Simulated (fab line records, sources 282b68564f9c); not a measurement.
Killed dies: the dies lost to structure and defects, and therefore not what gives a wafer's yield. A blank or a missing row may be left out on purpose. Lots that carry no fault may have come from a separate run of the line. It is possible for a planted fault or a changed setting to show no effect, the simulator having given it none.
fab line records	flow ritCmos
record lots=6	wafers=18	lastDay=6
route steps=202 shown GATE@83 REOX@98 NLDD@103 PLDD@114 M1@202
lots with no fault: from the same line, run without faults
startH: hours from the record's first day to the start of the lot's first wafer shown	waitH: hours elapsed since this lot's preceding step	" as in the row above	L1.1+2: one row covering several wafers at once	- value missing, or start not given	* or withheld: withheld	< > ~ a bound
route shown NAME@n: a module of which the file shows steps, and the number in the route of the first	usual: mean/standard deviation taken from wafers without a fault	same: alike in all rows	chamber/n: place in a boat	sites: per-site readings	_std_site: how widely they spread, as a standard deviation	_edge_site: the outer-site mean with the inner-site mean subtracted	radiusMm: for every site, how far away it sits from the centre of the wafer	mask NAME#n: copy n	behind: tool/chamber where the wafer was last shaped	hold: why the lot was held/for how many hours/how that ended	device: the n, p or np transistor that did not switch	end of line: the same wafers' tests at the end of the route	step lacking rows: just its recipe	killed: not the wafer's yield, but the dies lost to structure and defects at the first sort	map: the dies of a wafer, with x for killed, . for not killed, _ for no die there
set.NAME: setting as actually run; set.NAME@STEP: the setting as run at that earlier step	model.NAME: the simulator's own value behind a step, which no gauge read
lots at selected steps of the route; one table per step, one row per wafer
services: when a tool's chamber went out of use (startH, in hours from the record's first day, below 0 if earlier), for how many hours, and the reason
## steps
# step RIT_GATE_THK_MEAS_07
# recipe reads=SiO2_of_GATE_OXIDATION_05
# usual GATE_OXIDE_THK=2.90/0.066
lot.wafer	tool	chamber	startH	waitH	GATE_OXIDE_THK[nm]
L606.1	filmMetro-04	-	58.74	0.0	2.85
L606.3	"	-	"	"	2.82
L606.4	"	-	"	"	2.86
L610.1	filmMetro-02	-	75.08	0.0	2.91
L610.2	"	-	"	"	2.90
L610.4	"	-	"	"	2.95
L614.2	filmMetro-03	-	90.85	0.0	2.89
L614.5	"	-	"	"	2.90
L614.6	"	-	"	"	2.89
L616.1	filmMetro-03	-	107.60	0.0	2.87
L616.3	"	-	"	"	2.83
L616.4	"	-	"	"	2.91
L618.2	filmMetro-03	-	118.99	0.0	2.90
L618.3	"	-	"	"	2.95
L618.6	"	-	"	"	2.97
L620.1	filmMetro-03	-	128.38	0.0	2.92
L620.2	"	-	"	"	2.90
L620.6	"	-	"	"	2.93
# step RIT_GATE_CVD_08
# recipe material=poly-Si	targetThkNm=250	tempC=610	precursor=SiH4	timeS=2220	pressureMtorr=300	sih4FlowSccm=100
# step RIT_GATE_THK_MEAS_09
# recipe reads=poly-Si_of_GATE_CVD_08
# usual GATE_POLY_THK=249.1/2.4
lot.wafer	tool	chamber	startH	waitH	GATE_POLY_THK[nm]
L606.1	filmMetro-03	-	60.41	0.0	243.0
L606.3	"	-	"	"	241.9
L606.4	"	-	"	"	241.9
L610.1	filmMetro-04	-	77.42	0.0	252.5
L610.2	"	-	"	"	249.3
L610.4	"	-	"	"	248.3
L614.2	filmMetro-03	-	92.64	0.0	250.3
L614.5	"	-	"	"	251.3
L614.6	"	-	"	"	248.2
L616.1	filmMetro-02	-	109.28	0.0	247.3
L616.3	"	-	"	"	247.7
L616.4	"	-	"	"	246.2
L618.2	filmMetro-03	-	120.66	0.0	246.1
L618.3	"	-	"	"	247.3
L618.6	"	-	"	"	248.6
L620.1	filmMetro-03	-	130.06	0.0	249.4
L620.2	"	-	"	"	247.9
L620.6	"	-	"	"	250.8
# step RIT_GATE_HMDS_10
# recipe primeTimeS=60	primeTempC=140
# step RIT_GATE_COAT_11
# recipe resist=NOVOLAK	spinRpm=4250	resistThkNm=850
# step RIT_GATE_SOFTBAKE_12
# recipe resist=NOVOLAK	tempC=90	timeS=60
# step RIT_GATE_EXPOSE_13
# recipe maskId=M6	na=0.6	sourceShape=conventional	sigmaOuter=0.6	targetCdNm=150	doseMj=380
# step RIT_GATE_PEB_14
# recipe resist=NOVOLAK	tempC=withheld	timeS=withheld
# step RIT_GATE_DEVELOP_15
# recipe resist=NOVOLAK	developTimeS=50	devTempC=23
# step RIT_GATE_CD_MEAS_16
# recipe targetCdNm=150
# usual cdNm=149.1/2.2
lot.wafer	tool	chamber	startH	waitH	cdNm
L606.1	cdSem-02	-	61.45	-	148.2
L606.3	"	-	"	"	147.0
L606.4	"	-	"	"	150.1
L610.1	cdSem-02	-	78.45	-	151.0
L610.2	"	-	"	"	147.7
L610.4	"	-	"	"	147.3
L614.2	cdSem-01	-	93.60	-	149.4
L614.5	"	-	"	"	149.5
L614.6	"	-	"	"	150.4
L616.1	cdSem-01	-	110.19	-	149.0
L616.3	"	-	"	"	143.6
L616.4	"	-	"	"	144.5
L618.2	cdSem-01	-	121.99	-	147.5
L618.3	"	-	"	"	146.8
L618.6	"	-	"	"	146.4
L620.1	cdSem-01	-	130.96	-	148.1
L620.2	"	-	"	"	148.5
L620.6	"	-	"	"	148.6
# step RIT_GATE_OVL_MEAS_17
# usual GATE_OVL=0.4/1.2
lot.wafer	tool	chamber	startH	waitH	GATE_OVL[nm]
L606.1	overlay-02	-	61.57	0.1	1.4
L606.3	"	-	"	"	1.3
L606.4	"	-	"	"	2.1
L610.1	overlay-02	-	78.57	0.1	1.0
L610.2	"	-	"	"	-0.4
L610.4	"	-	"	"	0.4
L614.2	overlay-02	-	93.71	0.1	-3.0
L614.5	"	-	"	"	0.0
L614.6	"	-	"	"	-1.6
L616.1	overlay-02	-	110.31	0.1	0.0
L616.3	"	-	"	"	0.8
L616.4	"	-	"	"	-2.6
L618.2	overlay-01	-	122.10	0.1	-1.5
L618.3	"	-	"	"	-1.1
L618.6	"	-	"	"	0.7
L620.1	overlay-02	-	131.08	0.1	-0.6
L620.2	"	-	"	"	0.9
L620.6	"	-	"	"	1.7
# step RIT_GATE_HARDBAKE_18
# recipe resist=NOVOLAK	tempC=140	timeS=60
# step RIT_GATE_ETCH_19
# recipe chemistry=SF6/CHF3/O2	timeS=165	SF6_flow_sccm=30	CHF3_flow_sccm=30	O2_flow_sccm=5	target=poly-Si	pressureMtorr=40	rfW=160	targetDepthA=3125	overEtchFrac=0.25	stopOn=SiO2
# usual drypumpMotorCurrentA=5.5/0.6	oesProductAu=0.843/0.016	throttleValvePct=10.23/0.15
lot.wafer	tool	chamber	startH	waitH	drypumpMotorCurrentA	oesProductAu	rfHoursCounterH	throttleValvePct
L606.1	rieSi-01	0	61.75	0.1	6.5	0.808	59	10.11
L606.3	"	3	"	"	5.2	0.804	66	10.13
L606.4	"	2	"	"	6.1	0.821	71	10.37
L610.1	rieSi-01	1	78.76	0.1	5.1	0.876	155	10.03
L610.2	"	3	"	"	5.2	0.826	67	10.13
L610.4	"	0	"	"	6.5	0.829	60	10.12
L614.2	rieSi-01	2	93.89	0.1	6.1	0.844	72	10.38
L614.5	"	2	"	"	6.2	0.842	-	10.37
L614.6	"	3	"	"	5.2	0.827	-	10.14
L616.1	rieSi-01	0	110.50	0.1	6.4	0.825	60	10.12
L616.3	"	3	"	"	5.2	0.825	67	10.13
L616.4	"	2	"	"	6.2	0.835	-	10.38
L618.2	rieSi-01	3	122.28	0.1	5.2	0.847	67	10.13
L618.3	"	2	"	"	6.2	0.862	72	10.37
L618.6	"	0	"	"	6.5	0.843	-	10.10
L620.1	rieSi-01	3	131.27	0.1	5.2	0.859	67	10.13
L620.2	"	0	"	"	6.5	0.854	60	10.11
L620.6	"	2	"	"	6.2	0.874	-	10.37
# step RIT_GATE_STRIP_20
# recipe chemistry=O2	timeS=180	resist=NOVOLAK	platenTempC=withheld	powerW=500	pressureMtorr=4000	o2FlowSccm=4000
# usual drypumpMotorCurrentA=5.9/0.44
lot.wafer	tool	chamber	startH	waitH	drypumpMotorCurrentA	rfHoursCounterH
L606.1	plasmaAsher-01	1	61.86	0.1	6.5	42
L606.3	"	0	"	"	5.4	-
L606.4	"	1	"	"	6.5	-
L610.1	plasmaAsher-01	0	78.86	0.1	5.4	44
L610.2	"	1	"	"	6.5	44
L610.4	"	0	"	"	5.4	-
L614.2	plasmaAsher-01	1	94.00	0.1	6.5	47
L614.5	"	0	"	"	5.4	-
L614.6	"	1	"	"	6.5	-
L616.1	plasmaAsher-04	1	110.61	0.1	5.5	31
L616.3	"	1	"	"	5.5	-
L616.4	"	0	"	"	6.2	-
L618.2	plasmaAsher-04	0	122.39	0.1	6.2	33
L618.3	"	1	"	"	5.5	-
L618.6	"	1	"	"	5.5	-
L620.1	plasmaAsher-04	0	131.38	0.1	6.2	34
L620.2	"	1	"	"	5.5	34
L620.6	"	1	"	"	5.5	-
# step RIT_GATE_CD_MEAS_90
# recipe targetCdNm=150
# usual cdNm=149.1/2.2
lot.wafer	tool	chamber	startH	waitH	cdNm
L606.1	cdSem-02	-	62.04	0.1	148.5
L606.3	"	-	"	"	146.7
L606.4	"	-	"	"	149.9
L610.1	cdSem-01	-	79.04	0.1	150.9
L610.2	"	-	"	"	147.6
L610.4	"	-	"	"	147.1
L614.2	cdSem-01	-	94.19	0.1	149.4
L614.5	"	-	"	"	149.5
L614.6	"	-	"	"	150.2
L616.1	cdSem-01	-	110.79	0.1	149.4
L616.3	"	-	"	"	143.5
L616.4	"	-	"	"	144.4
L618.2	cdSem-01	-	122.58	0.1	147.8
L618.3	"	-	"	"	146.2
L618.6	"	-	"	"	146.3
L620.1	cdSem-02	-	131.55	0.1	148.5
L620.2	"	-	"	"	149.0
L620.6	"	-	"	"	148.6
# step RIT_REOX_CLEAN_00
# recipe chemistry=SC1	mix=3:3:50	timeS=600	tempC=75
# step RIT_REOX_CLEAN_01
# recipe chemistry=dHF	dilution=50:1	timeS=30
# step RIT_REOX_CLEAN_02
# recipe chemistry=SC2	mix=3:3:50	timeS=584.9	tempC=75	dry=n2Spin
# step RIT_REOX_OXIDATION_03
# recipe tempC=900	ambient=O2	targetThkA=252	oxTimeS=5580
# step RIT_REOX_THK_MEAS_04
# recipe reads=SiO2_of_REOX_OXIDATION_03
# usual REOX_OXIDE_THK=25.3/0.41
lot.wafer	tool	chamber	startH	waitH	REOX_OXIDE_THK[nm]
L606.1	filmMetro-03	-	65.32	0.0	25.5
L606.3	"	-	"	"	25.4
L606.4	"	-	"	"	25.7
L610.1	filmMetro-01	-	84.22	0.0	24.7
L610.2	"	-	"	"	25.1
L610.4	"	-	"	"	24.8
L614.2	filmMetro-04	-	98.94	0.0	26.2
L614.5	"	-	"	"	25.6
L614.6	"	-	"	"	25.4
L616.1	filmMetro-01	-	115.37	0.0	24.9
L616.3	"	-	"	"	25.6
L616.4	"	-	"	"	25.6
L618.2	filmMetro-04	-	126.62	0.0	25.6
L618.3	"	-	"	"	25.2
L618.6	"	-	"	"	25.5
L620.1	filmMetro-01	-	134.79	0.0	25.6
L620.2	"	-	"	"	25.5
L620.6	"	-	"	"	25.7
# step RIT_NLDD_HMDS_00
# recipe primeTimeS=60	primeTempC=140
# step RIT_NLDD_COAT_01
# recipe resist=NOVOLAK	spinRpm=3250	resistThkNm=1000
# step RIT_NLDD_SOFTBAKE_02
# recipe resist=NOVOLAK	tempC=90	timeS=60
# step RIT_NLDD_EXPOSE_03
# recipe maskId=M7	na=0.57	targetCdNm=40700	doseMj=250
# step RIT_NLDD_PEB_04
# recipe resist=NOVOLAK	tempC=withheld	timeS=withheld
# step RIT_NLDD_DEVELOP_05
# recipe resist=NOVOLAK	developTimeS=50	devTempC=23
# step RIT_NLDD_OVL_MEAS_06
# usual NLDD_OVL=-0.2/1.3
lot.wafer	tool	chamber	startH	waitH	NLDD_OVL[nm]
L606.1	overlay-01	-	66.30	-	1.0
L606.3	"	-	"	"	1.8
L606.4	"	-	"	"	1.2
L610.1	overlay-02	-	85.25	-	-0.1
L610.2	"	-	"	"	1.8
L610.4	"	-	"	"	1.8
L614.2	overlay-01	-	99.97	-	1.9
L614.5	"	-	"	"	1.6
L614.6	"	-	"	"	0.7
L616.1	overlay-02	-	116.28	-	0.7
L616.3	"	-	"	"	0.5
L616.4	"	-	"	"	0.4
L618.2	overlay-01	-	127.84	-	-2.7
L618.3	"	-	"	"	-1.6
L618.6	"	-	"	"	-0.8
L620.1	overlay-01	-	135.83	-	1.9
L620.2	"	-	"	"	-0.9
L620.6	"	-	"	"	-1.9
# step RIT_NLDD_HARDBAKE_07
# recipe resist=NOVOLAK	tempC=140	timeS=60
# step RIT_NLDD_IMPLANT_08
# recipe species=P	energyKev=20	doseCm2=5e+14	tiltDeg=6.717
# step RIT_NLDD_STRIP_09
# recipe chemistry=O2	timeS=180	resist=NOVOLAK	platenTempC=withheld	powerW=500	pressureMtorr=4000	o2FlowSccm=4000
# usual drypumpMotorCurrentA=5.77/0.28
lot.wafer	tool	chamber	startH	waitH	drypumpMotorCurrentA	rfHoursCounterH
L606.1	plasmaAsher-03	1	66.64	0.1	5.68	43
L606.3	"	0	"	"	5.86	-
L606.4	"	1	"	"	5.67	-
L610.1	plasmaAsher-03	1	85.59	0.1	5.66	46
L610.2	"	0	"	"	5.84	46
L610.4	"	1	"	"	5.67	-
L614.2	plasmaAsher-04	1	100.30	0.1	5.48	30
L614.5	"	1	"	"	5.48	-
L614.6	"	0	"	"	6.23	-
L616.1	plasmaAsher-03	0	116.62	0.1	5.84	48
L616.3	"	0	"	"	5.84	-
L616.4	"	1	"	"	5.66	-
L618.2	plasmaAsher-02	0	128.17	0.1	6.03	44
L618.3	"	0	"	"	6.04	-
L618.6	"	1	"	"	5.42	-
L620.1	plasmaAsher-03	1	136.17	0.1	5.64	51
L620.2	"	0	"	"	5.86	51
L620.6	"	0	"	"	5.88	-
# step RIT_NLDD_TW_MEAS_10
# usual NLDD_TW=2476/20
lot.wafer	tool	chamber	startH	waitH	NLDD_TW
L606.1	filmMetro-02	-	66.81	0.1	2446
L606.3	"	-	"	"	2439
L606.4	"	-	"	"	2440
L610.1	filmMetro-01	-	85.76	0.1	2483
L610.2	"	-	"	"	2482
L610.4	"	-	"	"	2484
L614.2	filmMetro-02	-	100.49	0.1	2464
L614.5	"	-	"	"	2477
L614.6	"	-	"	"	2469
L616.1	filmMetro-02	-	116.79	0.1	2476
L616.3	"	-	"	"	2487
L616.4	"	-	"	"	2467
L618.2	filmMetro-04	-	128.35	0.1	2510
L618.3	"	-	"	"	2513
L618.6	"	-	"	"	2490
L620.1	filmMetro-02	-	136.57	0.3	2467
L620.2	"	-	"	"	2480
L620.6	"	-	"	"	2482
# step RIT_PLDD_HMDS_00
# recipe primeTimeS=60	primeTempC=140
# step RIT_PLDD_COAT_01
# recipe resist=NOVOLAK	spinRpm=3250	resistThkNm=1000
# step RIT_PLDD_SOFTBAKE_02
# recipe resist=NOVOLAK	tempC=90	timeS=60
# step RIT_PLDD_EXPOSE_03
# recipe maskId=M8	na=0.57	targetCdNm=40900	doseMj=250
# step RIT_PLDD_PEB_04
# recipe resist=NOVOLAK	tempC=withheld	timeS=withheld
# step RIT_PLDD_DEVELOP_05
# recipe resist=NOVOLAK	developTimeS=50	devTempC=23
# step RIT_PLDD_OVL_MEAS_06
# usual PLDD_OVL=-0.2/1.6
lot.wafer	tool	chamber	startH	waitH	PLDD_OVL[nm]
L606.1	overlay-02	-	67.85	-	-2.4
L606.3	"	-	"	"	-2.4
L606.4	"	-	"	"	-1.2
L610.1	overlay-02	-	86.80	-	-0.9
L610.2	"	-	"	"	-2.1
L610.4	"	-	"	"	-0.1
L614.2	overlay-02	-	101.52	-	-1.1
L614.5	"	-	"	"	-2.8
L614.6	"	-	"	"	-1.7
L616.1	overlay-02	-	117.70	-	-0.2
L616.3	"	-	"	"	-0.7
L616.4	"	-	"	"	-0.9
L618.2	overlay-01	-	129.73	-	2.1
L618.3	"	-	"	"	1.3
L618.6	"	-	"	"	1.4
L620.1	overlay-02	-	137.50	-	0.7
L620.2	"	-	"	"	0.0
L620.6	"	-	"	"	-0.2
# step RIT_PLDD_HARDBAKE_07
# recipe resist=NOVOLAK	tempC=140	timeS=60
# step RIT_PLDD_IMPLANT_08
# recipe species=BF2	energyKev=20	doseCm2=9e+14	tiltDeg=7
# step RIT_PLDD_STRIP_09
# recipe chemistry=O2	timeS=180	resist=NOVOLAK	platenTempC=withheld	powerW=500	pressureMtorr=4000	o2FlowSccm=4000
# usual drypumpMotorCurrentA=5.9/0.41
lot.wafer	tool	chamber	startH	waitH	drypumpMotorCurrentA	rfHoursCounterH
L606.1	plasmaAsher-04	1	68.18	0.1	5.5	24
L606.3	"	1	"	"	5.5	-
L606.4	"	0	"	"	6.2	-
L610.1	plasmaAsher-01	1	87.13	0.1	6.5	45
L610.2	"	0	"	"	5.4	45
L610.4	"	1	"	"	6.5	-
L614.2	plasmaAsher-01	1	101.85	0.1	6.5	48
L614.5	"	1	"	"	6.5	-
L614.6	"	0	"	"	5.4	-
L616.1	plasmaAsher-03	0	118.04	0.1	5.8	49
L616.3	"	1	"	"	5.6	-
L616.4	"	0	"	"	5.9	-
L618.2	plasmaAsher-04	1	130.06	0.1	5.5	34
L618.3	"	1	"	"	5.5	-
L618.6	"	1	"	"	5.5	-
L620.1	plasmaAsher-01	0	137.85	0.1	5.4	1
L620.2	"	1	"	"	6.5	1
L620.6	"	0	"	"	5.4	-
# step RIT_PLDD_TW_MEAS_10
# usual PLDD_TW=2342/17
lot.wafer	tool	chamber	startH	waitH	PLDD_TW
L606.1	filmMetro-01	-	68.36	0.1	2324
L606.3	"	-	"	"	2331
L606.4	"	-	"	"	2322
L610.1	filmMetro-04	-	87.31	0.1	2354
L610.2	"	-	"	"	2366
L610.4	"	-	"	"	2366
L614.2	filmMetro-01	-	102.03	0.1	2341
L614.5	"	-	"	"	2345
L614.6	"	-	"	"	2332
L616.1	filmMetro-01	-	118.21	0.1	2333
L616.3	"	-	"	"	2339
L616.4	"	-	"	"	2337
L618.2	filmMetro-01	-	130.24	0.1	2342
L618.3	"	-	"	"	2350
L618.6	"	-	"	"	2360
L620.1	filmMetro-04	-	138.02	0.1	2366
L620.2	"	-	"	"	2363
L620.6	"	-	"	"	2368
# step RIT_M1_PROBE_99
# usual killedAtFrontEnd=6.8/2.9	killedDies=6.8/2.9	killedOpen=3.3/1.9	killedShort=3.5/2
# same grossDies=264	killed_at_M0_to_M3=0	killed_at_M4_up=0	killedAtBackSide=0	killedAtContacts=0	killedAtOther=0
lot.wafer	tool	chamber	startH	waitH	killedAtFrontEnd	killedDies	killedOpen	killedShort	model.etest.polyCombOverSteps.leakLog10AUm
L606.1	prober-02	-	84.99	0.1	11	11	3	8	-12.72
L606.3	prober-02	-	85.09	0.2	4	4	3	1	-12.84
L606.4	prober-02	-	85.14	0.2	8	8	2	6	-12.84
L610.1	prober-02	-	103.10	0.1	3	3	2	1	-12.89
L610.2	prober-02	-	103.15	0.1	4	4	3	1	-12.8
L610.4	prober-02	-	103.25	0.2	3	3	0	3	-12.84
L614.2	prober-01	-	116.75	0.1	6	6	4	2	-12.84
L614.5	prober-01	-	116.90	0.2	6	6	2	4	-12.68
L614.6	prober-01	-	116.95	0.2	8	8	4	4	-12.65
L616.1	prober-02	-	132.36	0.1	4	4	2	2	-12.84
L616.3	prober-02	-	132.46	0.2	8	8	2	6	-12.84
L616.4	prober-02	-	132.51	0.2	6	6	1	4	-12.7
L618.2	prober-02	-	145.57	0.1	4	4	1	3	-12.61
L618.3	prober-02	-	145.62	0.2	4	4	1	3	-12.02
L618.6	prober-02	-	145.77	0.2	10	10	8	2	-11.77
L620.1	prober-02	-	153.87	0.1	11	11	9	2	-12.64
L620.2	prober-02	-	153.92	0.1	2	2	2	0	-11.83
L620.6	prober-02	-	154.12	0.2	9	9	5	4	-11.97
# killed by level:class
L606.1 SPACER:geometricParticle:short=4 REOX:geometricParticle:open=2 FOX1:geometricParticle:short=1 FOX1:geometricParticle:open=1 GATE:geometricParticle:short=1 REOX:geometricParticle:short=1 SILICIDE:geometricParticle:short=1
L606.3 SPACER:geometricParticle:open=2 FOX1:geometricParticle:short=1 REOX:geometricParticle:open=1
L606.4 GATE:geometricParticle:short=2 SPACER:geometricParticle:short=2 FOX2:geometricParticle:short=1 REOX:geometricParticle:short=1 REOX:geometricParticle:open=1 SPACER:geometricParticle:open=1
L610.1 GATE:geometricParticle:open=1 GATE:geometricParticle:short=1 SPACER:geometricParticle:open=1
L610.2 GATE:geometricParticle:open=2 FOX1:geometricParticle:short=1 SPACER:geometricParticle:open=1
L610.4 GATE:geometricParticle:short=1 REOX:geometricParticle:short=1 SPACER:geometricParticle:short=1
L614.2 GATE:geometricParticle:open=2 REOX:geometricParticle:open=2 GATE:geometricParticle:short=1 SPACER:geometricParticle:short=1
L614.5 FOX1:geometricParticle:short=2 GATE:geometricParticle:open=1 GATE:geometricParticle:short=1 REOX:geometricParticle:short=1 SPACER:geometricParticle:open=1
L614.6 GATE:geometricParticle:short=2 REOX:geometricParticle:open=2 GATE:geometricParticle:open=1 REOX:geometricParticle:short=1 SPACER:geometricParticle:short=1 SPACER:geometricParticle:open=1
L616.1 GATE:geometricParticle:open=2 FOX2:geometricParticle:short=1 GATE:geometricParticle:short=1
L616.3 FOX1:geometricParticle:short=2 GATE:geometricParticle:short=2 GATE:geometricParticle:open=2 SPACER:geometricParticle:short=2
L616.4 SILICIDE:geometricParticle:short=2 FOX2:geometricParticle:short=1 GATE:geometricParticle:short=1 SILICIDE:geometricParticle:open=1 NRETRO:coatMicrobubblePrinted=1
L618.2 GATE:geometricParticle:short=2 FOX2:geometricParticle:open=1 SPACER:geometricParticle:short=1
L618.3 FOX1:geometricParticle:short=1 GATE:geometricParticle:open=1 GATE:geometricParticle:short=1 SILICIDE:geometricParticle:short=1
L618.6 GATE:geometricParticle:open=5 SPACER:geometricParticle:short=2 SPACER:geometricParticle:open=2 SILICIDE:geometricParticle:open=1
L620.1 GATE:geometricParticle:open=5 SPACER:geometricParticle:open=2 FOX1:geometricParticle:open=1 GATE:geometricParticle:short=1 REOX:geometricParticle:open=1 SPACER:geometricParticle:short=1
L620.2 GATE:geometricParticle:open=1 SILICIDE:geometricParticle:open=1
L620.6 GATE:geometricParticle:short=2 GATE:geometricParticle:open=2 SPACER:geometricParticle:open=2 FOX1:geometricParticle:short=1 REOX:geometricParticle:open=1 SPACER:geometricParticle:short=1
## services
tool	chamber	startH	hours	kind
rieSi-01	-	54.11	0.9	repair
plasmaAsher-02	-	72.88	49.5	pm
rieSi-01	1	88.95	-	clean
rieSi-01	1	88.95	22.6	scheduledDown
rieSi-01	1	88.95	22.6	ventCycle
plasmaAsher-03	-	91.42	15.0	pm
plasmaAsher-01	-	106.39	14.1	pm
plasmaAsher-01	-	120.52	9.0	pm
plasmaAsher-01	0	120.52	9.0	ventCycle
plasmaAsher-01	1	120.52	9.0	ventCycle
plasmaAsher-02	-	122.41	2.8	pm
plasmaAsher-01	0	129.52	-	clean
plasmaAsher-01	1	129.52	-	clean
## key
firstSign none at tools or gauges
modelEffect step=RIT_M1_PROBE_99	value=etest.polyCombOverSteps.leakLog10AUm	without=-12.76	struck=-12.14
metAt RIT_GATE_ETCH_19
struckWafers L618.2,L618.3,L618.6,L620.1,L620.2,L620.6
testerLeftOut L618,L620
onsetBetween 110.50 122.28
alsoFits time
fault kind=processParameterDrift	tool=rieSi-01	chamber=-	onsetH=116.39	steps=RIT_GATE_ETCH_19	channel=targetDepthA	offset=-127.9	shape=step	endH=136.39	stated=3125
# testerLeftOut: of these lots the tester's yield and bins aren't shown, on N5 and GAA mostly nor the transistor test; their killed dies are dies lost to structure and defects alone, not to doping, threshold or leakage, so they don't give the yield
